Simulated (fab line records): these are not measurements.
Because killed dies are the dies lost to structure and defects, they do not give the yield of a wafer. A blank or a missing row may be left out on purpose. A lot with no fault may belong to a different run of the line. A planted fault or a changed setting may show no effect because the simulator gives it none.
Code-filled problem report in 8D (eight disciplines) form + flow rit_cmos + the parts of the form that need people (team, actions taken, sign-off) are left out

== 1. THE PROBLEM ==
Mean of heater_power_total_W at RIT_PLDD_HARDBAKE_07: 59.56 W across 6 wafers in 2 lots; on wafers with no fault it is 62.55 W (standard deviation 0.048). Measured from the usual mean, that is -62 standard deviations.
The step: time 60 s.
The first sign was on wafer L242.1 at day 5 16:55, on litho_track-01. At this step, 42 wafers from 14 lots have a number in the record. Rule for "out" (also "out of limits"): further than 4 standard deviations from the usual mean. The rest of the wafers with a number are treated as sound.

== 2. WHAT THIS IS AND IS NOT ==
| question                    | is                                 | is not                                                                                 |
|-----------------------------|------------------------------------|----------------------------------------------------------------------------------------|
| which readings at this step | heater_power_total_W, plate_temp_C | -                                                                                      |
| which lots                  | L242, L243                         | L231, L233, L235, L236, L237, L239, L240, L241, L244, L250, L252, L253                 |
| which wafers of those lots  | all that have a number             | -                                                                                      |
| read on which tools         | litho_track-01                     | litho_track-02, litho_track-04                                                         |
| when                        | from day 5 16:55                   | up to then (24 sound wafers); but 12 sound wafers of L244, L250, L252, L253 came after |

== 3. WHAT RULES OUT EACH SUSPECT ==
Counting: a tool at any process step up to the reading remains a suspect when it ran all the lots that are out and ran no sound lot after the first of those.
- litho_track-01 at RIT_PLDD_HARDBAKE_07 (time 60 s): kept. All lots that are out passed through it, beginning with L242 at day 5 16:55, and no sound lot followed; its final sound lot before that point was L240 at day 5 09:02. Out on those wafers are its own readings of heater_power_total_W, plate_temp_C.
The count leaves litho_track-01 at RIT_PLDD_HARDBAKE_07.

== 4. THE CAUSE (what the simulator had put in) ==
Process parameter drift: litho_track-01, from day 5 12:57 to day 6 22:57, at RIT_PLDD_HARDBAKE_07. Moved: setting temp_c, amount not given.
The count eliminated every tool but this one.

== 5. THE EFFECT CHAIN, in route order ==
One row per reading whose mean, taken over the struck wafers that have a number, lies over 3 standard deviations from the usual. Readings are gone through only where the record gives a usual standard deviation; hours: the median, over the lots, of the time from a lot's start at the first step in this table giving one to that lot's start at this step; sigmas: the change measured in usual standard deviations.
| hours | step                 | reading              | usual    | on struck wafers | change | sigmas |
|-------|----------------------|----------------------|----------|------------------|--------|--------|
| 0     | RIT_PLDD_HARDBAKE_07 | heater_power_total_W | 62.55 W  | 59.56            | -2.99  | -62    |
| 0     | RIT_PLDD_HARDBAKE_07 | plate_temp_C         | 139.98 C | 134.70           | -5.28  | -38    |
It contains these process steps:
- RIT_PLDD_HARDBAKE_07: time 60 s.

== 6. HOW IT WOULD HAVE BEEN CAUGHT EARLIER ==
In this record no reading fell out of limits until day 5 16:55, 4 hours after the fault had begun at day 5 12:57.
